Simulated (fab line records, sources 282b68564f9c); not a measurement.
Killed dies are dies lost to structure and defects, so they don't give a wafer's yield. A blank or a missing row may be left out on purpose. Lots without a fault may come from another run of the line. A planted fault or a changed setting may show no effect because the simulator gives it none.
A struck lot beside a sound one | flow rit_cmos | 23 steps out of a route of 202
Sound: wafers L526.1, L526.3, L526.4. Struck: wafers L531.1, L531.3, L531.5. The cause comes at the end.
At each step with rows: each side's tool, then ch and its chambers, then its first start. Under that, the readings that differ: sound wafers | struck wafers | difference of the means | sigmas: that difference in standard deviations of wafers without a fault.
alike: readings whose means differ by less than 2 such deviations, and words and numbers that are the same on both sides. not compared: withheld readings, readings that some wafer has no value for, bounds like >300 that may hide the same value, and numbers for which the record gives no deviation and whose values overlap.
The two part at a step that has a row with sigmas, a row that says differs or no value, or rows on one side only. Numbers that don't overlap but have no deviation are shown without sigmas and don't part them. A reading that every wafer of one side lacks parts them only if that side has two wafers or more.

RIT_CONTACT_CD_MEAS_08: target cd 1000 nm.
  sound on cd_sem-02, day 3 14:01; struck on cd_sem-02, day 4 10:40
  alike: cd_nm
RIT_CONTACT_OVL_MEAS_09:
  sound on overlay-01, day 3 14:08; struck on overlay-01, day 4 10:47
  alike: CONTACT_OVL
then, 1 step without rows for these wafers: RIT_CONTACT_HARDBAKE_10 (time 60 s).
RIT_CONTACT_ETCH_11: etches SiO2 in CHF3/CF4/Ar, stops on TiSi2, target depth 480 nm, time 320 s.
  sound on rie_diel-01 ch 0,2,3, day 3 14:19; struck on rie_diel-03 ch 1,3, day 4 10:59
  alike: O2_flow_sccm, drypump_motor_current_A, oes_product_au, rf_fwd_power_W, throttle_valve_pct
  not compared: rf_hours_counter_h
RIT_CONTACT_STRIP_12: strips in O2, time 180 s.
  sound on plasma_asher-03 ch 0,1, day 3 14:31; struck on plasma_asher-02 ch 0,1, day 4 11:10
  alike: drypump_motor_current_A, o2_flow_sccm
  not compared: rf_hours_counter_h
RIT_CONTACT_CD_MEAS_90: target cd 1000 nm.
  sound on cd_sem-01, day 3 14:41; struck on cd_sem-01, day 4 11:20
  alike: cd_nm
then, 2 steps without rows for these wafers: RIT_CONTACT_CLEAN_13 (cleans in SC1, time 600 s); RIT_CONTACT_CLEAN_14 (cleans in SC2, time 600 s).
RIT_M1_SPUTTER_00: material Al, target thk 400 nm, time 491.7 s.
  sound on pvd_sputter-03, day 3 15:09; struck on pvd_sputter-03, day 4 11:49
  alike: chamber_pressure_pa, throttle_valve_pct
RIT_M1_RS_MEAS_01: measures by four-point-probe.
  sound on film_metro-02, day 3 15:27; struck on film_metro-02, day 4 12:07
  alike: M1_AL_RS
RIT_M1_THK_MEAS_02: measures by xrf.
  sound on film_metro-02, day 3 15:34; struck on film_metro-02, day 4 12:14
  alike: M1_AL_THK
then, 1 step without rows for these wafers: RIT_M1_HMDS_03 (prime time 60 s).
RIT_M1_COAT_04: resist thk 1300 nm.
  sound on litho_track-01 ch 0, day 3 15:47; struck on litho_track-01 ch 0, day 4 12:26
  reading                                 | sound          | struck            | difference | sigmas
  model.NOVOLAK_of_M1_COAT_04.thk_nm (nm) | 1301 1303 1302 | 712.5 713.9 710.1 | -589.8     |
then, 4 steps without rows for these wafers: RIT_M1_SOFTBAKE_05 (time 60 s); RIT_M1_EXPOSE_06 (exposes mask M12, target cd 2600 nm); RIT_M1_PEB_07; RIT_M1_DEVELOP_08 (develop time 68 s).
RIT_M1_CD_MEAS_09: target cd 2600 nm.
  sound on cd_sem-01, day 3 16:40; struck on cd_sem-02, day 4 13:10
  reading    | sound                | struck               | difference | sigmas
  cd_nm (nm) | 2600.8 2602.5 2601.0 | 2533.2 2535.7 2533.2 | -67.4      | -32
RIT_M1_OVL_MEAS_10:
  sound on overlay-02, day 3 16:47; struck on overlay-02, day 4 13:17
  alike: M1_OVL
then, 1 step without rows for these wafers: RIT_M1_HARDBAKE_11 (time 120 s).
RIT_M1_METAL_ETCH_12: etches Al in Cl2/BCl3, stops on SiO2, time 165 s, target depth 600 nm.
  sound on rie_metal-04 ch 0,1, day 3 17:05; struck on rie_metal-02 ch 1, day 4 13:51
  reading                                 | sound          | struck            | difference | sigmas
  model.NOVOLAK_of_M1_COAT_04.thk_nm (nm) | 814 825 814.9  | 318.4 315.1 311.7 | -502.9     |
  model.M1.cd_nm (nm)                     | 2603 2604 2602 | 2536 2538 2535    | -67        |
  alike: drypump_motor_current_A, oes_product_au, rf_fwd_power_W, throttle_valve_pct
  not compared: rf_hours_counter_h
then, 1 step without rows for these wafers: RIT_M1_STRIP_13 (strips in nmp, time 600 s).
RIT_M1_PROBE_99:
  sound on prober-02, day 3 19:20; struck on prober-01, day 4 16:06
  alike: defect_limited_yield, killed_at_contacts, killed_at_front_end, killed_dies, killed_open, killed_short, sort_bin_3_pad_short, sort_bin_5_function, sort_bin_6_memory, sort_n_pass, sort_yield_pct

WHERE THEY PART
Only at RIT_M1_CD_MEAS_09, within this record. Later steps at which nothing parts them and some readings are alike: RIT_M1_OVL_MEAS_10, RIT_M1_METAL_ETCH_12, RIT_M1_PROBE_99.

WHY: what the simulator had put in
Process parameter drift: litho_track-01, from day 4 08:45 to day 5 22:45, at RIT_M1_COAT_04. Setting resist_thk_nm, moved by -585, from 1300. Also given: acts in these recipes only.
